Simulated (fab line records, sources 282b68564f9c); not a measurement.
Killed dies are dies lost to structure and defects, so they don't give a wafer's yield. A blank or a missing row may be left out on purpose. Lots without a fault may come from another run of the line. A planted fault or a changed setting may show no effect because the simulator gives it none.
Which tool did it? | flow rit_cmos | 7 lots, 21 wafers sampled, at 2 steps of a route of 202

WHAT THE GAUGES READ, wafer by wafer
RIT_ACTIVE_THK_MEAS_04.
lot  | measured    | on            | ACTIVE_NITRIDE_THK (nm)
L312 | day 1 21:00 | film_metro-02 | 147.3 147.3 147.6
L314 | day 2 04:32 | film_metro-01 | 149.4 151.3 149.9
L317 | day 2 21:14 | film_metro-02 | 150.9 151.3 150.9
L319 | day 3 07:13 | film_metro-03 | 149.8 150.7 150.0
L322 | day 3 23:29 | film_metro-03 | 150.5 149.9 150.1
L327 | day 4 23:29 | film_metro-02 | 149.2 149.6 148.7
L330 | day 5 16:06 | film_metro-01 | 161.9 181.3 190.0

WHICH TOOL RAN EACH LOT (tool, then ch and the chambers of the sampled wafers, then the start)
lot  | RIT_ACTIVE_CVD_03
L312 | lpcvd-02 ch 0, day 1 19:35
L314 | lpcvd-02 ch 0, day 2 03:07
L317 | lpcvd-01 ch 0, day 2 19:48
L319 | lpcvd-01 ch 1, day 3 05:05
L322 | lpcvd-02 ch 0, day 3 22:03
L327 | lpcvd-01 ch 1, day 4 21:22
L330 | lpcvd-02 ch 0, day 5 13:58
- RIT_ACTIVE_CVD_03: deposits Si3N4 from SiH2Cl2/NH3, target thk 150 nm, time 1500 s.

THE ANSWER, worked out from the rows above alone
Rule: what is usual is taken from the lots themselves. Put in order of their means at a reading, lots are off if they are a third of the lots or fewer, leave a main group of 4 or more, and stand apart from it by a gap of 3 or more times the standard deviation of the main group's means; of several such gaps the widest counts. A main group whose means are all the same, to the digits that the tables above print for the reading, isn't used. A lot without any number at a reading at which 4 lots or more have one is off too. The other lots that the step has rows for count as sound.
Off: L330, at RIT_ACTIVE_THK_MEAS_04 (ACTIVE_NITRIDE_THK). The main group: mean 149.7 nm, standard deviation 1.2.
A tool fits if, at a process step before that reading, it ran every lot that is off, and no sound lot after the first of them. The gauges at RIT_ACTIVE_THK_MEAS_04 are tried like those tools. Can't be told from this: 2 tools fit, lpcvd-02 at RIT_ACTIVE_CVD_03, film_metro-01 at RIT_ACTIVE_THK_MEAS_04.

WHAT THE SIMULATOR HAD PUT IN
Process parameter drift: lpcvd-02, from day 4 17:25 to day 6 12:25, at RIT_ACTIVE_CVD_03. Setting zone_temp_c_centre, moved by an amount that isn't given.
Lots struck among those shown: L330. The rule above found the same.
